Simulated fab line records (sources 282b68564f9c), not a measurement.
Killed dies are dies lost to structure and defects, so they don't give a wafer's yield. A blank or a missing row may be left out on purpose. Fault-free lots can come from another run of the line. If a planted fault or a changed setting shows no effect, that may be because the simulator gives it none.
Split-lot experiment || flow ritCmos || 23 wafers read across 5 lots, on a route 202 steps long

ON THE SPLIT
At RIT_SILICIDE_SPUTTER_01 (material Ti, target thk 30 nm, time 240 s), the setting powerW was moved away from the recipe's 350 W on 7 of the 23 wafers read, by -11.4% to +4.0%. For the rest of the wafers, this setting stayed at what the recipe calls for.

SPLIT TO READING: what lies between them in the file, 1 step
- RIT_SILICIDE_RS_MEAS_02: measures by four-point-probe

THE READING
SILICIDE_TI_THK, in nm, at RIT_SILICIDE_THK_MEAS_03 (measures by xrf). Typical for fault-free wafers on this fab line: 30.1 nm, with standard deviation 0.42 nm.

{"wafer": "L075.1", "tool, chamber at the split": "pvdSputter-04, -", "powerW as run, W": 350, "against the recipe": "recipe", "SILICIDE_TI_THK, nm": 30.4, "against lot-mates on the recipe": "-"}
{"wafer": "L075.3", "tool, chamber at the split": "pvdSputter-04, -", "powerW as run, W": 332.5, "against the recipe": "-5.0%", "SILICIDE_TI_THK, nm": 29.4, "against lot-mates on the recipe": -1.1}
{"wafer": "L075.4", "tool, chamber at the split": "pvdSputter-04, -", "powerW as run, W": 350, "against the recipe": "recipe", "SILICIDE_TI_THK, nm": 30.6, "against lot-mates on the recipe": "-"}
{"wafer": "L075.5", "tool, chamber at the split": "pvdSputter-04, -", "powerW as run, W": 332.5, "against the recipe": "-5.0%", "SILICIDE_TI_THK, nm": 29.0, "against lot-mates on the recipe": -1.5}
{"wafer": "L075.6", "tool, chamber at the split": "pvdSputter-04, -", "powerW as run, W": 350, "against the recipe": "recipe", "SILICIDE_TI_THK, nm": 30.6, "against lot-mates on the recipe": "-"}
{"wafer": "L076.1", "tool, chamber at the split": "pvdSputter-02, -", "powerW as run, W": 364, "against the recipe": "+4.0%", "SILICIDE_TI_THK, nm": 31.1, "against lot-mates on the recipe": "+1.2"}
{"wafer": "L076.2", "tool, chamber at the split": "pvdSputter-02, -", "powerW as run, W": 364, "against the recipe": "+4.0%", "SILICIDE_TI_THK, nm": 31.2, "against lot-mates on the recipe": "+1.2"}
{"wafer": "L076.3", "tool, chamber at the split": "pvdSputter-02, -", "powerW as run, W": 364, "against the recipe": "+4.0%", "SILICIDE_TI_THK, nm": 32.1, "against lot-mates on the recipe": "+2.2"}
{"wafer": "L076.4", "tool, chamber at the split": "pvdSputter-02, -", "powerW as run, W": 350, "against the recipe": "recipe", "SILICIDE_TI_THK, nm": 30.0, "against lot-mates on the recipe": "-"}
{"wafer": "L076.5", "tool, chamber at the split": "pvdSputter-02, -", "powerW as run, W": 350, "against the recipe": "recipe", "SILICIDE_TI_THK, nm": 29.9, "against lot-mates on the recipe": "-"}
{"wafer": "L077.1", "tool, chamber at the split": "pvdSputter-04, -", "powerW as run, W": 350, "against the recipe": "recipe", "SILICIDE_TI_THK, nm": 29.6, "against lot-mates on the recipe": "-"}
{"wafer": "L077.2", "tool, chamber at the split": "pvdSputter-04, -", "powerW as run, W": 310.2, "against the recipe": "-11.4%", "SILICIDE_TI_THK, nm": 26.4, "against lot-mates on the recipe": -3.2}
{"wafer": "L077.3", "tool, chamber at the split": "pvdSputter-04, -", "powerW as run, W": 350, "against the recipe": "recipe", "SILICIDE_TI_THK, nm": 29.6, "against lot-mates on the recipe": "-"}
{"wafer": "L077.5", "tool, chamber at the split": "pvdSputter-04, -", "powerW as run, W": 350, "against the recipe": "recipe", "SILICIDE_TI_THK, nm": 29.7, "against lot-mates on the recipe": "-"}
{"wafer": "L077.6", "tool, chamber at the split": "pvdSputter-04, -", "powerW as run, W": 310.2, "against the recipe": "-11.4%", "SILICIDE_TI_THK, nm": 26.5, "against lot-mates on the recipe": -3.1}
{"wafer": "L082.2", "tool, chamber at the split": "pvdSputter-02, -", "powerW as run, W": 350, "against the recipe": "recipe", "SILICIDE_TI_THK, nm": 29.5, "against lot-mates on the recipe": "-"}
{"wafer": "L082.5", "tool, chamber at the split": "pvdSputter-02, -", "powerW as run, W": 350, "against the recipe": "recipe", "SILICIDE_TI_THK, nm": 29.7, "against lot-mates on the recipe": "-"}
{"wafer": "L082.6", "tool, chamber at the split": "pvdSputter-02, -", "powerW as run, W": 350, "against the recipe": "recipe", "SILICIDE_TI_THK, nm": 29.5, "against lot-mates on the recipe": "-"}
{"wafer": "L085.1", "tool, chamber at the split": "pvdSputter-03, -", "powerW as run, W": 350, "against the recipe": "recipe", "SILICIDE_TI_THK, nm": 30.7, "against lot-mates on the recipe": "-"}
{"wafer": "L085.2", "tool, chamber at the split": "pvdSputter-03, -", "powerW as run, W": 350, "against the recipe": "recipe", "SILICIDE_TI_THK, nm": 30.7, "against lot-mates on the recipe": "-"}
{"wafer": "L085.4", "tool, chamber at the split": "pvdSputter-03, -", "powerW as run, W": 350, "against the recipe": "recipe", "SILICIDE_TI_THK, nm": 30.6, "against lot-mates on the recipe": "-"}
{"wafer": "L085.5", "tool, chamber at the split": "pvdSputter-03, -", "powerW as run, W": 350, "against the recipe": "recipe", "SILICIDE_TI_THK, nm": 30.5, "against lot-mates on the recipe": "-"}
{"wafer": "L085.6", "tool, chamber at the split": "pvdSputter-03, -", "powerW as run, W": 350, "against the recipe": "recipe", "SILICIDE_TI_THK, nm": 30.4, "against lot-mates on the recipe": "-"}

FIT RESULTS
A straight line over all 23 wafers: SILICIDE_TI_THK changes by +0.309 nm for each +1% of powerW; r = +0.93; the points scatter about the line by 0.48 nm.
The same after taking each lot's own level away (the mean of its wafers on the recipe; 23 wafers): +0.296 nm for each +1%; r = +0.98; scatter 0.23 nm.
That fit puts the effect of the largest move of powerW on the reading at 3.4 nm.
Across the lots, their own levels run from 29.57 to 30.58 nm, a range of 2.4 times the standard deviation given above.
Hence the lot-to-lot level has little effect on the slope; both slopes agree.
Check: for one of the wafers moved furthest among these (-11.4%), held out of the fit, the line's prediction against its lot-mates is -3.32 nm. Against them it came out at -3.23 nm.

ADDITIONAL SPLITS CARRIED BY THESE WAFERS
Other splits were also applied to these wafers ahead of the reading. Each is held against what the fit with the lots' levels taken away leaves over:
{"other split on the same wafers": "RIT_PSD_IMPLANT_08 doseCm2", "wafers away from the commonest value": 5, "r with SILICIDE_TI_THK (lot level and that fit taken away)": -0.17}

THE WHOLE CHAIN: every reading that the file lists as answering this split, in the file's order
{"step": "RIT_SILICIDE_SPUTTER_01", "what it does": "material Ti, target thk 30 nm, time 240 s", "reading": "Ti_of_SILICIDE_SPUTTER_01.thkNm (the simulator's own value, which no gauge read)", "change (the file's fit)": "+0.282 nm for each +1% of the setting", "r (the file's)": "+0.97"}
{"step": "RIT_SILICIDE_RS_MEAS_02", "what it does": "measures by four-point-probe", "reading": "SILICIDE_TI_RS", "change (the file's fit)": "-0.641 for each +1% of the setting", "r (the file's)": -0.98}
{"step": "RIT_SILICIDE_THK_MEAS_03", "what it does": "measures by xrf", "reading": "SILICIDE_TI_THK", "change (the file's fit)": "+0.286 for each +1% of the setting", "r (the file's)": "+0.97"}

THE FILE'S OWN FIT
SILICIDE_TI_THK changes by +0.286 nm for each +1% of powerW, r = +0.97.
